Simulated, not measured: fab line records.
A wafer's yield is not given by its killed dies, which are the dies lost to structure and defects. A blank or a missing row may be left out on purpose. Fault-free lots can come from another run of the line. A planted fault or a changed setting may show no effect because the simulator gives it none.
Which tool is to blame? || flow berkeleyCmos170 || 11 lots, 33 wafers sampled, at 4 steps of a route of 331

WHAT EACH GAUGE READ, for each wafer
UCB170_PWELL_OVL_MEAS_13.
{"lot": "L891", "measured": "day 2 22:17", "on": "overlay-01", "PWELL_OVL (nm)": "2 0 1"}
{"lot": "L890", "measured": "day 2 22:32", "on": "overlay-01", "PWELL_OVL (nm)": "-6 -5 5"}
{"lot": "L892", "measured": "day 3 07:31", "on": "overlay-01", "PWELL_OVL (nm)": "-6 -4 -8"}
{"lot": "L900", "measured": "day 5 02:31", "on": "overlay-01", "PWELL_OVL (nm)": "-14 -5 1"}
{"lot": "L903", "measured": "day 5 19:50", "on": "overlay-02", "PWELL_OVL (nm)": "-2 3 -3"}
{"lot": "L905", "measured": "day 6 05:51", "on": "overlay-01", "PWELL_OVL (nm)": "-14 -16 -7"}
{"lot": "L907", "measured": "day 6 15:21", "on": "overlay-02", "PWELL_OVL (nm)": "-2 0 -5"}
{"lot": "L909", "measured": "day 6 21:50", "on": "overlay-02", "PWELL_OVL (nm)": "-4 0 4"}
{"lot": "L910", "measured": "day 7 00:55", "on": "overlay-02", "PWELL_OVL (nm)": "0 1 -4"}
{"lot": "L912", "measured": "day 7 15:26", "on": "overlay-02", "PWELL_OVL (nm)": "-12 -7 -10"}
{"lot": "L913", "measured": "day 8 02:00", "on": "overlay-02", "PWELL_OVL (nm)": "-5 -7 -13"}

UCB170_M3_BOW_MEAS_20.
{"lot": "L891", "measured": "day 7 17:35", "on": "filmMetro-03", "M3_BOW (um)": "43 32 38"}
{"lot": "L890", "measured": "day 7 17:59", "on": "filmMetro-03", "M3_BOW (um)": "25 34 34"}
{"lot": "L892", "measured": "day 7 22:04", "on": "filmMetro-03", "M3_BOW (um)": "21 28 39"}
{"lot": "L900", "measured": "day 9 18:08", "on": "filmMetro-04", "M3_BOW (um)": "30 37 44"}
{"lot": "L903", "measured": "day 10 11:34", "on": "filmMetro-03", "M3_BOW (um)": "24 21 45"}
{"lot": "L905", "measured": "day 11 00:29", "on": "filmMetro-04", "M3_BOW (um)": "35 33 43"}
{"lot": "L907", "measured": "day 11 03:05", "on": "filmMetro-03", "M3_BOW (um)": "29 37 40"}
{"lot": "L909", "measured": "day 11 19:18", "on": "filmMetro-04", "M3_BOW (um)": "22 38 23"}
{"lot": "L910", "measured": "day 11 19:40", "on": "filmMetro-02", "M3_BOW (um)": "47 40 30"}
{"lot": "L912", "measured": "day 12 03:58", "on": "filmMetro-02", "M3_BOW (um)": "46 39 30"}
{"lot": "L913", "measured": "day 12 07:38", "on": "filmMetro-04", "M3_BOW (um)": "25 34 43"}

TOOL THAT RAN EACH LOT (tool first, then ch and the chambers of the sampled wafers, then the start)
{"lot": "L891", "UCB170_PWELL_STRIP_16": "plasmaAsher-02 ch 0,1, day 2 22:34", "UCB170_M2_HMDS_04": "lithoTrack-02 ch 0, day 7 06:15"}
{"lot": "L890", "UCB170_PWELL_STRIP_16": "plasmaAsher-04 ch 0,1, day 2 22:51", "UCB170_M2_HMDS_04": "lithoTrack-02 ch 0, day 7 06:45"}
{"lot": "L892", "UCB170_PWELL_STRIP_16": "plasmaAsher-04 ch 0,1, day 3 07:47", "UCB170_M2_HMDS_04": "lithoTrack-02 ch 0, day 7 10:37"}
{"lot": "L900", "UCB170_PWELL_STRIP_16": "plasmaAsher-04 ch 0,1, day 5 02:48", "UCB170_M2_HMDS_04": "lithoTrack-02 ch 0, day 9 08:31"}
{"lot": "L903", "UCB170_PWELL_STRIP_16": "plasmaAsher-04 ch 0,1, day 5 20:07", "UCB170_M2_HMDS_04": "lithoTrack-02 ch 0, day 10 03:52"}
{"lot": "L905", "UCB170_PWELL_STRIP_16": "plasmaAsher-04 ch 0,1, day 6 06:09", "UCB170_M2_HMDS_04": "lithoTrack-04 ch 0, day 10 15:01"}
{"lot": "L907", "UCB170_PWELL_STRIP_16": "plasmaAsher-03 ch 0,1, day 6 15:38", "UCB170_M2_HMDS_04": "lithoTrack-04 ch 0, day 10 17:14"}
{"lot": "L909", "UCB170_PWELL_STRIP_16": "plasmaAsher-04 ch 0,1, day 6 22:08", "UCB170_M2_HMDS_04": "lithoTrack-01 ch 0, day 11 11:11"}
{"lot": "L910", "UCB170_PWELL_STRIP_16": "plasmaAsher-04 ch 0,1, day 7 01:13", "UCB170_M2_HMDS_04": "lithoTrack-04 ch 0, day 11 11:14"}
{"lot": "L912", "UCB170_PWELL_STRIP_16": "plasmaAsher-03 ch 0,1, day 7 15:43", "UCB170_M2_HMDS_04": "lithoTrack-01 ch 0, day 11 20:26"}
{"lot": "L913", "UCB170_PWELL_STRIP_16": "plasmaAsher-04 ch 0,1, day 8 02:17", "UCB170_M2_HMDS_04": "lithoTrack-04 ch 0, day 11 23:53"}
- UCB170_PWELL_STRIP_16: strips in O2.
- UCB170_M2_HMDS_04: prime time 60 s.

WHAT THE TOOLS THEMSELVES READ (means of the sampled wafers that have a number; where no wafer has one, the mark that the record gives instead)
UCB170_PWELL_STRIP_16.
{"lot": "L891", "tool": "plasmaAsher-02", "chamberPressureMTorr (mTorr)": 3496, "drypumpMotorCurrentA (A)": 5.5, "oesProductAu (a.u.)": 0.721, "stripTimeToEndpointS (s)": 18.05}
{"lot": "L890", "tool": "plasmaAsher-04", "chamberPressureMTorr (mTorr)": 3500, "drypumpMotorCurrentA (A)": 5.1, "oesProductAu (a.u.)": 0.722, "stripTimeToEndpointS (s)": 18.05}
{"lot": "L892", "tool": "plasmaAsher-04", "chamberPressureMTorr (mTorr)": 3500, "drypumpMotorCurrentA (A)": 5.6, "oesProductAu (a.u.)": 0.719, "stripTimeToEndpointS (s)": 18.07}
{"lot": "L900", "tool": "plasmaAsher-04", "chamberPressureMTorr (mTorr)": 3502, "drypumpMotorCurrentA (A)": 5.1, "oesProductAu (a.u.)": 0.719, "stripTimeToEndpointS (s)": 18.08}
{"lot": "L903", "tool": "plasmaAsher-04", "chamberPressureMTorr (mTorr)": 3500, "drypumpMotorCurrentA (A)": 5.6, "oesProductAu (a.u.)": 0.721, "stripTimeToEndpointS (s)": 18.05}
{"lot": "L905", "tool": "plasmaAsher-04", "chamberPressureMTorr (mTorr)": 3502, "drypumpMotorCurrentA (A)": 5.1, "oesProductAu (a.u.)": 0.725, "stripTimeToEndpointS (s)": 18.14}
{"lot": "L907", "tool": "plasmaAsher-03", "chamberPressureMTorr (mTorr)": 3498, "drypumpMotorCurrentA (A)": 5.7, "oesProductAu (a.u.)": 0.724, "stripTimeToEndpointS (s)": 18.17}
{"lot": "L909", "tool": "plasmaAsher-04", "chamberPressureMTorr (mTorr)": 3498, "drypumpMotorCurrentA (A)": 5.1, "oesProductAu (a.u.)": 0.720, "stripTimeToEndpointS (s)": 18.15}
{"lot": "L910", "tool": "plasmaAsher-04", "chamberPressureMTorr (mTorr)": 3499, "drypumpMotorCurrentA (A)": 5.1, "oesProductAu (a.u.)": 0.721, "stripTimeToEndpointS (s)": 18.09}
{"lot": "L912", "tool": "plasmaAsher-03", "chamberPressureMTorr (mTorr)": 3501, "drypumpMotorCurrentA (A)": 5.9, "oesProductAu (a.u.)": 0.721, "stripTimeToEndpointS (s)": 18.08}
{"lot": "L913", "tool": "plasmaAsher-04", "chamberPressureMTorr (mTorr)": 3500, "drypumpMotorCurrentA (A)": 5.6, "oesProductAu (a.u.)": 0.724, "stripTimeToEndpointS (s)": 17.98}

UCB170_M2_HMDS_04.
{"lot": "L891", "tool": "lithoTrack-02", "exhaustPa (Pa)": 45.7, "primeTempC (C)": 100.02}
{"lot": "L890", "tool": "lithoTrack-02", "exhaustPa (Pa)": 45.9, "primeTempC (C)": 99.97}
{"lot": "L892", "tool": "lithoTrack-02", "exhaustPa (Pa)": 43.8, "primeTempC (C)": 100.16}
{"lot": "L900", "tool": "lithoTrack-02", "exhaustPa (Pa)": 45.4, "primeTempC (C)": 95.33}
{"lot": "L903", "tool": "lithoTrack-02", "exhaustPa (Pa)": 45.6, "primeTempC (C)": 95.26}
{"lot": "L905", "tool": "lithoTrack-04", "exhaustPa (Pa)": 43.8, "primeTempC (C)": 99.88}
{"lot": "L907", "tool": "lithoTrack-04", "exhaustPa (Pa)": 45.4, "primeTempC (C)": 100.07}
{"lot": "L909", "tool": "lithoTrack-01", "exhaustPa (Pa)": 44.8, "primeTempC (C)": 99.93}
{"lot": "L910", "tool": "lithoTrack-04", "exhaustPa (Pa)": 45.2, "primeTempC (C)": 99.80}
{"lot": "L912", "tool": "lithoTrack-01", "exhaustPa (Pa)": 45.5, "primeTempC (C)": 99.88}
{"lot": "L913", "tool": "lithoTrack-04", "exhaustPa (Pa)": 43.7, "primeTempC (C)": 100.13}

THE ANSWER, worked out from the rows above alone
Rule: the usual values come from the lots themselves. Put in order of their means at a reading, lots are off if they are a third of the lots or fewer, leave a main group of 4 or more, and stand apart from it by a gap of 3 or more times the standard deviation of the main group's means; of several such gaps the widest counts. Not used: any main group whose means are identical at the precision the tables above print for the reading. Also off: a lot with no number at a reading for which 4 or more lots have one. All remaining lots with rows at the step are treated as sound. First the gauges in route order, then the tools' own readings, where a lot's mean is used as printed above. The first step at which some lot is off is used, and at that step the reading that is off furthest; a lot without a number counts as furthest.
Off, at UCB170_M2_HMDS_04 on primeTempC: L900, L903. Main group: mean 99.98 C, sd 0.12.
A tool fits if, at that step or a process step before it, it ran every lot that is off, and no sound lot after the first of them. One fits: lithoTrack-02 at UCB170_M2_HMDS_04. Its last sound lot is L892 (day 7 10:37), its first lot that is off L900 (day 9 08:31): a fault that began between those two fits.
The tool's own readings at UCB170_M2_HMDS_04 bear it out: on the lots that are off they differ by more than 5 times the standard deviation of the sound lots' means. primeTempC reads 95.30 C there against 99.98 C on the sound lots.

WHAT THE SIMULATOR PUT IN
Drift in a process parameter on lithoTrack-02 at UCB170_M2_HMDS_04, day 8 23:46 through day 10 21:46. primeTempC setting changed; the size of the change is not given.
Struck lots among those shown: L900, L903. The rule given above showed the same thing.
